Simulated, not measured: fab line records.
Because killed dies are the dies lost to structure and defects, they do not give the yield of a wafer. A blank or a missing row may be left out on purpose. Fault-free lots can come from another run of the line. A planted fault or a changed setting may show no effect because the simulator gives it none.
fab line records    flow rit-cmos
record: lots: 5  wafers: 15  last-day: 7
route steps=202 shown ACTIVE@2
lots with no fault: from the same line, run without faults
start-h: the number of hours between the record's first day and the start of the first shown wafer of the lot    wait-h: time in hours since the lot's previous step    " as in the row above    L1.1+2: a single row standing in for several wafers    - no value, or no start given    * or withheld: withheld    < > ~ a bound
route shown NAME@n: NAME is a module with steps in the file, n the number in the route of the first one    usual: mean/standard deviation taken from wafers without a fault    same: alike in all rows    chamber/n: place in a boat    sites: the reading at each site    _std_site: standard deviation across them    _edge_site: the outer-site mean with the inner-site mean subtracted    radius-mm: for every site, how far away it sits from the centre of the wafer    mask NAME#n: copy n    behind: the tool/chamber that last shaped the wafer    hold: cause of the lot's hold/its duration in hours/its outcome    device: the transistor (n, p or np) that didn't switch    end of line: the same wafers' tests at the end of the route    where a step has no rows: the recipe by itself    killed: count of dies lost to structure and defects at first sort (not the wafer's yield)    map: a wafer's dies, marking killed ones x, the rest . and places with no die _
set.NAME: the setting that was run; set.NAME@STEP: the one run at that earlier step    model.NAME: the simulator's own value behind a step, which no gauge read
certain route steps with their lots: each step a table, each wafer a row
services: a tool's chamber out of use, with start hour (start-h, from the record's first day; less than 0 if before it), hours out, and reason
== steps ==
step: RIT_ACTIVE_OXIDATION_01
recipe: temp-c: 1000  ambient: O2  target-thk-a: 468  ox-time-s: 3360
step: RIT_ACTIVE_THK_MEAS_02
recipe: reads: SiO2_of_ACTIVE_OXIDATION_01
usual: ACTIVE_OXIDE_THK: 46.5/0.81
lot.wafer  tool           chamber  start-h  wait-h  ACTIVE_OXIDE_THK[nm]
L900.2     film-metro-01  -        52.06    0.0     46.8
L900.3     "              -        "        "       47.3
L900.4     "              -        "        "       46.6
L901.1     film-metro-01  -        58.77    0.0     47.1
L901.4     "              -        "        "       47.2
L901.5     "              -        "        "       47.0
L910.1     film-metro-04  -        102.05   0.0     44.5
L910.3     "              -        "        "       45.1
L910.6     "              -        "        "       45.5
L914.2     film-metro-01  -        122.31   0.0     46.6
L914.3     "              -        "        "       45.9
L914.4     "              -        "        "       46.1
L915.3     film-metro-02  -        127.07   0.0     47.3
L915.4     "              -        "        "       48.0
L915.5     "              -        "        "       48.3
step: RIT_ACTIVE_CVD_03
recipe: material: Si3N4  target-thk-nm: 150  temp-c: 810  precursor: SiH2Cl2/NH3  time-s: 1500  pressure-mtorr: 291.2  sih2cl2-flow-sccm: 60  nh3-flow-sccm: 150
step: RIT_ACTIVE_THK_MEAS_04
recipe: reads: Si3N4_of_ACTIVE_CVD_03
usual: ACTIVE_NITRIDE_THK: 149.5/1.5
lot.wafer  tool           chamber  start-h  wait-h  ACTIVE_NITRIDE_THK[nm]
L900.2     film-metro-02  -        53.54    0.0     151.7
L900.3     "              -        "        "       151.3
L900.4     "              -        "        "       151.3
L901.1     film-metro-01  -        60.24    0.0     147.9
L901.4     "              -        "        "       148.2
L901.5     "              -        "        "       147.5
L910.1     film-metro-04  -        103.53   0.0     150.4
L910.3     "              -        "        "       149.1
L910.6     "              -        "        "       148.6
L914.2     film-metro-04  -        123.79   0.0     150.1
L914.3     "              -        "        "       150.6
L914.4     "              -        "        "       148.5
L915.3     film-metro-04  -        128.55   0.0     149.2
L915.4     "              -        "        "       150.8
L915.5     "              -        "        "       149.3
step: RIT_ACTIVE_HMDS_05
recipe: prime-time-s: 60  prime-temp-c: 140
step: RIT_ACTIVE_COAT_06
recipe: resist: NOVOLAK  spin-rpm: 3250  resist-thk-nm: 1000
step: RIT_ACTIVE_SOFTBAKE_07
recipe: resist: NOVOLAK  temp-c: 90  time-s: 60
step: RIT_ACTIVE_EXPOSE_08
recipe: mask-id: M1  na: 0.6  source-shape: conventional  sigma-outer: 0.6  target-cd-nm: 1400  dose-mj: 225
step: RIT_ACTIVE_PEB_09
recipe: resist: NOVOLAK  temp-c: withheld  time-s: withheld
step: RIT_ACTIVE_DEVELOP_10
recipe: resist: NOVOLAK  develop-time-s: 50  dev-temp-c: 23
step: RIT_ACTIVE_CD_MEAS_11
recipe: target-cd-nm: 1400
usual: cd-nm: 1399.6/2.7
lot.wafer  tool       chamber  start-h  wait-h  cd-nm
L900.2     cd-sem-01  -        54.46    -       1400.2
L900.3     "          -        "        "       1400.8
L900.4     "          -        "        "       1401.9
L901.1     cd-sem-02  -        61.15    -       1397.2
L901.4     "          -        "        "       1397.0
L901.5     "          -        "        "       1398.8
L910.1     cd-sem-02  -        104.44   -       1400.0
L910.3     "          -        "        "       1404.1
L910.6     "          -        "        "       1402.6
L914.2     cd-sem-01  -        125.08   -       1400.1
L914.3     "          -        "        "       1396.3
L914.4     "          -        "        "       1399.2
L915.3     cd-sem-02  -        129.60   -       1396.7
L915.4     "          -        "        "       1397.0
L915.5     "          -        "        "       1396.1
step: RIT_ACTIVE_HARDBAKE_12
recipe: resist: NOVOLAK  temp-c: 140  time-s: 60
step: RIT_ACTIVE_ETCH_13
recipe: stop-on: SiO2  chemistry: SF6  target: Si3N4  time-s: 210  over-etch-frac: 0.4  SF6_flow_sccm: 200  pressure-mtorr: 260  rf-w: 125  target-depth-a: 2100
usual: drypump-motor-current-A: 5.7/0.34  oes-product-au: 0.820/0.014  throttle-valve-pct: 7.47/0.14
lot.wafer  tool         chamber  start-h  wait-h  drypump-motor-current-A  oes-product-au  rf-hours-counter-h  throttle-valve-pct  model.NOVOLAK_of_ACTIVE_COAT_06.thk-nm  model.SiO2_of_ACTIVE_OXIDATION_01.thk-nm  model.ACTIVE.feature-depth-nm
L900.2     rie-diel-04  3        54.71    0.1     5.5                      0.834           39                  7.65                649.7                                   44.1                                      154.4
L900.3     "            2        "        "       5.6                      0.808           98                  7.41                664.9                                   47.23                                     151.2
L900.4     "            0        "        "       6.1                      0.799           108                 7.30                650.9                                   44.14                                     153.8
L901.1     rie-diel-02  0        61.42    0.1     5.1                      0.807           6                   7.24                660                                     47.05                                     148
L901.4     "            2        "        "       5.7                      0.815           9                   7.35                655.3                                   47.19                                     148.2
L901.5     "            2        "        "       5.6                      0.808           -                   7.34                653.5                                   47.01                                     147.3
L910.1     rie-diel-04  1        104.71   0.1     6.4                      0.833           8                   7.71                530.9                                   0                                         194.9
L910.3     "            3        "        "       5.5                      0.825           39                  7.65                648.2                                   42.32                                     151.8
L910.6     "            3        "        "       5.5                      0.836           -                   7.65                647.5                                   42.77                                     151.3
L914.2     rie-diel-01  1        125.33   0.1     5.8                      0.814           6                   7.57                663.7                                   46.29                                     150.4
L914.3     "            0        "        "       5.8                      0.842           3                   7.34                668.4                                   45.9                                      150.5
L914.4     "            1        "        "       5.8                      0.809           -                   7.57                659.7                                   45.8                                      148.9
L915.3     rie-diel-02  1        129.83   0.1     5.4                      0.829           4                   7.63                656.4                                   47.25                                     149.2
L915.4     "            3        "        "       5.5                      0.811           4                   7.48                662.5                                   47.74                                     151
L915.5     "            3        "        "       5.6                      0.812           -                   7.49                659.6                                   48.16                                     149.4
step: RIT_ACTIVE_STRIP_14
recipe: chemistry: O2  time-s: 180  resist: NOVOLAK  platen-temp-c: withheld  power-w: 500  pressure-mtorr: 4000  o2-flow-sccm: 4000
usual: drypump-motor-current-A: 6.08/0.25
lot.wafer  tool             chamber  start-h  wait-h  drypump-motor-current-A  rf-hours-counter-h
L900.2     plasma-asher-03  1        54.84    0.1     5.96                     28
L900.3     "                1        "        "       5.97                     -
L900.4     "                0        "        "       6.15                     -
L901.1     plasma-asher-04  0        61.56    0.1     6.02                     38
L901.4     "                1        "        "       6.36                     -
L901.5     "                1        "        "       6.42                     -
L910.1     plasma-asher-03  0        104.84   0.1     6.17                     33
L910.3     "                0        "        "       6.15                     -
L910.6     "                1        "        "       5.98                     -
L914.2     plasma-asher-04  1        125.46   0.1     6.41                     46
L914.3     "                1        "        "       6.33                     -
L914.4     "                0        "        "       6.06                     -
L915.3     plasma-asher-03  1        130.03   0.1     5.98                     -
L915.4     "                0        "        "       6.12                     -
L915.5     "                0        "        "       6.16                     -
== services ==
tool             chamber  start-h  hours  kind
rie-diel-02      -        32.40    0.6    repair
rie-diel-02      3        46.97    1.7    repair
plasma-asher-03  -        57.27    5.9    repair
rie-diel-01      -        60.43    1.9    repair
rie-diel-01      3        123.45   7.3    repair
== key ==
first-sign none at tools or gauges
model-effect: step: RIT_ACTIVE_ETCH_13  value: NOVOLAK_of_ACTIVE_COAT_06.thk-nm  without: 645.5  struck: 530.9
met-at RIT_ACTIVE_ETCH_13
struck-wafers L910.1
later-rows-left-out L910.1
sort-left-out L910.1
tester-left-out L910
fault: kind: process-parameter-drift  tool: rie-diel-04  chamber: 1  onset-h: 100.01  steps: RIT_ACTIVE_ETCH_13  channel: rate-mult  offset: 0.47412  shape: step  end-h: 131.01
tester-left-out: of these lots the tester's yield and bins aren't shown, on N5 and GAA mostly nor the transistor test; their killed dies are dies lost to structure and defects alone, not to doping, threshold or leakage, so they don't give the yield
sort-left-out: the simulated sort isn't trusted on such a fault, so these wafers' sort isn't shown, and their yield isn't known
later-rows-left-out: the simulator's readings of these wafers behind a module that went badly wrong aren't trusted and aren't shown, but for the sort
